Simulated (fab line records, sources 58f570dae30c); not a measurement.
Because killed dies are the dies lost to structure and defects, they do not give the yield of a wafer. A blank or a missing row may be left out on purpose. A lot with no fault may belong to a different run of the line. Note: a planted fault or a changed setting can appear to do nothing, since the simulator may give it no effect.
Split-lot study || flow berkeleyCmos170 || 5 lots, 23 wafers read, on a route of 331 steps

== ON THE SPLIT ==
At UCB170_PVT_COAT_01 (resist thk 900 nm), the setting resistThkNm was moved away from the recipe's 900 nm on 6 of the 23 wafers read, by -4.2% to -2.6%. This setting was run at the recipe's value on the other wafers.

Reading taken at the split's own step.

== THE READING ==
KrF_of_PVT_COAT_01.thkNm (the simulator's own value, which no gauge read), in nm, at UCB170_PVT_COAT_01 (resist thk 900 nm). No usual value for it is given in the file. Across the 17 wafers here that went through the recipe, the average is 900.5 nm and the standard deviation 2.3 nm.

{"wafer": "L074.2", "tool, chamber at the split": "lithoTrack-03, 0", "resistThkNm as run, nm": 900, "against the recipe": "recipe", "KrF_of_PVT_COAT_01.thkNm, nm": 899, "against lot-mates on the recipe": "-"}
{"wafer": "L074.3", "tool, chamber at the split": "lithoTrack-03, 0", "resistThkNm as run, nm": 900, "against the recipe": "recipe", "KrF_of_PVT_COAT_01.thkNm, nm": 899.8, "against lot-mates on the recipe": "-"}
{"wafer": "L074.4", "tool, chamber at the split": "lithoTrack-03, 0", "resistThkNm as run, nm": 900, "against the recipe": "recipe", "KrF_of_PVT_COAT_01.thkNm, nm": 901, "against lot-mates on the recipe": "-"}
{"wafer": "L078.1", "tool, chamber at the split": "lithoTrack-04, 0", "resistThkNm as run, nm": 868.3, "against the recipe": "-3.5%", "KrF_of_PVT_COAT_01.thkNm, nm": 868.1, "against lot-mates on the recipe": -31.7}
{"wafer": "L078.2", "tool, chamber at the split": "lithoTrack-04, 0", "resistThkNm as run, nm": 900, "against the recipe": "recipe", "KrF_of_PVT_COAT_01.thkNm, nm": 900.9, "against lot-mates on the recipe": "-"}
{"wafer": "L078.3", "tool, chamber at the split": "lithoTrack-04, 0", "resistThkNm as run, nm": 900, "against the recipe": "recipe", "KrF_of_PVT_COAT_01.thkNm, nm": 897.2, "against lot-mates on the recipe": "-"}
{"wafer": "L078.5", "tool, chamber at the split": "lithoTrack-04, 0", "resistThkNm as run, nm": 900, "against the recipe": "recipe", "KrF_of_PVT_COAT_01.thkNm, nm": 901.2, "against lot-mates on the recipe": "-"}
{"wafer": "L078.6", "tool, chamber at the split": "lithoTrack-04, 0", "resistThkNm as run, nm": 868.3, "against the recipe": "-3.5%", "KrF_of_PVT_COAT_01.thkNm, nm": 867, "against lot-mates on the recipe": -32.8}
{"wafer": "L077.1", "tool, chamber at the split": "lithoTrack-03, 0", "resistThkNm as run, nm": 900, "against the recipe": "recipe", "KrF_of_PVT_COAT_01.thkNm, nm": 901.2, "against lot-mates on the recipe": "-"}
{"wafer": "L077.2", "tool, chamber at the split": "lithoTrack-03, 0", "resistThkNm as run, nm": 876.2, "against the recipe": "-2.6%", "KrF_of_PVT_COAT_01.thkNm, nm": 878.4, "against lot-mates on the recipe": -23.5}
{"wafer": "L077.3", "tool, chamber at the split": "lithoTrack-03, 0", "resistThkNm as run, nm": 876.2, "against the recipe": "-2.6%", "KrF_of_PVT_COAT_01.thkNm, nm": 878.1, "against lot-mates on the recipe": -23.8}
{"wafer": "L077.4", "tool, chamber at the split": "lithoTrack-03, 0", "resistThkNm as run, nm": 900, "against the recipe": "recipe", "KrF_of_PVT_COAT_01.thkNm, nm": 901.6, "against lot-mates on the recipe": "-"}
{"wafer": "L077.6", "tool, chamber at the split": "lithoTrack-03, 0", "resistThkNm as run, nm": 900, "against the recipe": "recipe", "KrF_of_PVT_COAT_01.thkNm, nm": 902.8, "against lot-mates on the recipe": "-"}
{"wafer": "L079.1", "tool, chamber at the split": "lithoTrack-03, 0", "resistThkNm as run, nm": 900, "against the recipe": "recipe", "KrF_of_PVT_COAT_01.thkNm, nm": 899.3, "against lot-mates on the recipe": "-"}
{"wafer": "L079.6", "tool, chamber at the split": "lithoTrack-03, 0", "resistThkNm as run, nm": 900, "against the recipe": "recipe", "KrF_of_PVT_COAT_01.thkNm, nm": 899.3, "against lot-mates on the recipe": "-"}
{"wafer": "L079.2", "tool, chamber at the split": "lithoTrack-03, 0", "resistThkNm as run, nm": 900, "against the recipe": "recipe", "KrF_of_PVT_COAT_01.thkNm, nm": 897.2, "against lot-mates on the recipe": "-"}
{"wafer": "L079.4", "tool, chamber at the split": "lithoTrack-03, 0", "resistThkNm as run, nm": 900, "against the recipe": "recipe", "KrF_of_PVT_COAT_01.thkNm, nm": 897.6, "against lot-mates on the recipe": "-"}
{"wafer": "L079.5", "tool, chamber at the split": "lithoTrack-03, 0", "resistThkNm as run, nm": 900, "against the recipe": "recipe", "KrF_of_PVT_COAT_01.thkNm, nm": 897.8, "against lot-mates on the recipe": "-"}
{"wafer": "L083.1", "tool, chamber at the split": "lithoTrack-02, 0", "resistThkNm as run, nm": 862.4, "against the recipe": "-4.2%", "KrF_of_PVT_COAT_01.thkNm, nm": 866.8, "against lot-mates on the recipe": -37.2}
{"wafer": "L083.2", "tool, chamber at the split": "lithoTrack-02, 0", "resistThkNm as run, nm": 862.4, "against the recipe": "-4.2%", "KrF_of_PVT_COAT_01.thkNm, nm": 866.4, "against lot-mates on the recipe": -37.6}
{"wafer": "L083.3", "tool, chamber at the split": "lithoTrack-02, 0", "resistThkNm as run, nm": 900, "against the recipe": "recipe", "KrF_of_PVT_COAT_01.thkNm, nm": 905.1, "against lot-mates on the recipe": "-"}
{"wafer": "L083.4", "tool, chamber at the split": "lithoTrack-02, 0", "resistThkNm as run, nm": 900, "against the recipe": "recipe", "KrF_of_PVT_COAT_01.thkNm, nm": 903, "against lot-mates on the recipe": "-"}
{"wafer": "L083.5", "tool, chamber at the split": "lithoTrack-02, 0", "resistThkNm as run, nm": 900, "against the recipe": "recipe", "KrF_of_PVT_COAT_01.thkNm, nm": 903.8, "against lot-mates on the recipe": "-"}

THE FIT
A straight line over all 23 wafers: KrF_of_PVT_COAT_01.thkNm changes by +8.57 nm for each +1% of resistThkNm; r = +0.99; the points scatter about the line by 2.3 nm.
The same after taking each lot's own level away (the mean of its wafers on the recipe; 23 wafers): +9.01 nm for each +1%; r = +1.00; scatter 1 nm.
The reading moves by 38 nm for the largest change in resistThkNm, on that fit.
Across the lots, their own levels run from 898.24 to 903.97 nm, a range of 2.5 times the standard deviation given above.
The two slopes are in agreement: the lot-to-lot level therefore moves the slope only a little.
Check: -37.8 nm against its lot-mates is what the line predicts for one of the wafers moved furthest among these (-4.2%) when that wafer is left out of the fit. Against them it came out at -37.2 nm.

== FURTHER SPLITS ON THESE WAFERS ==
These wafers also went through other splits before the reading. Each is held against what the fit with the lots' levels taken away leaves over:
{"other split on the same wafers": "UCB170_ZERO_ETCH_06 overEtchFrac", "wafers away from the commonest value": 7, "r with KrF_of_PVT_COAT_01.thkNm (lot level and that fit taken away)": -0.10}
{"other split on the same wafers": "UCB170_NWELL_PEB_10 pebTempC", "wafers away from the commonest value": 9, "r with KrF_of_PVT_COAT_01.thkNm (lot level and that fit taken away)": -0.01}
{"other split on the same wafers": "UCB170_PWELL_CVD_05 tempC", "wafers away from the commonest value": 15, "r with KrF_of_PVT_COAT_01.thkNm (lot level and that fit taken away)": -0.05}
{"other split on the same wafers": "UCB170_PWELL_COAT_08 spinRpm", "wafers away from the commonest value": 11, "r with KrF_of_PVT_COAT_01.thkNm (lot level and that fit taken away)": -0.04}
{"other split on the same wafers": "UCB170_WELLDRIVE_OXIDATION_01 tempC", "wafers away from the commonest value": 10, "r with KrF_of_PVT_COAT_01.thkNm (lot level and that fit taken away)": "+0.11"}

== THE WHOLE CHAIN: every reading that the file lists as answering this split, in the file's order ==
{"step": "UCB170_PVT_COAT_01", "what it does": "resist thk 900 nm", "reading": "KrF_of_PVT_COAT_01.thkNm (the simulator's own value, which no gauge read)", "change (the file's fit)": "+9.01 nm for each +1% of the setting", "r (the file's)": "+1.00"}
{"step": "UCB170_PVT_STRIP_08", "what it does": "strips in O2", "reading": "stripTimeToEndpointS", "change (the file's fit)": "withheld for each +1% of the setting", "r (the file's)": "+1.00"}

== THE FILE'S OWN FIT ==
KrF_of_PVT_COAT_01.thkNm changes by +9.01 nm for each +1% of resistThkNm, r = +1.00.
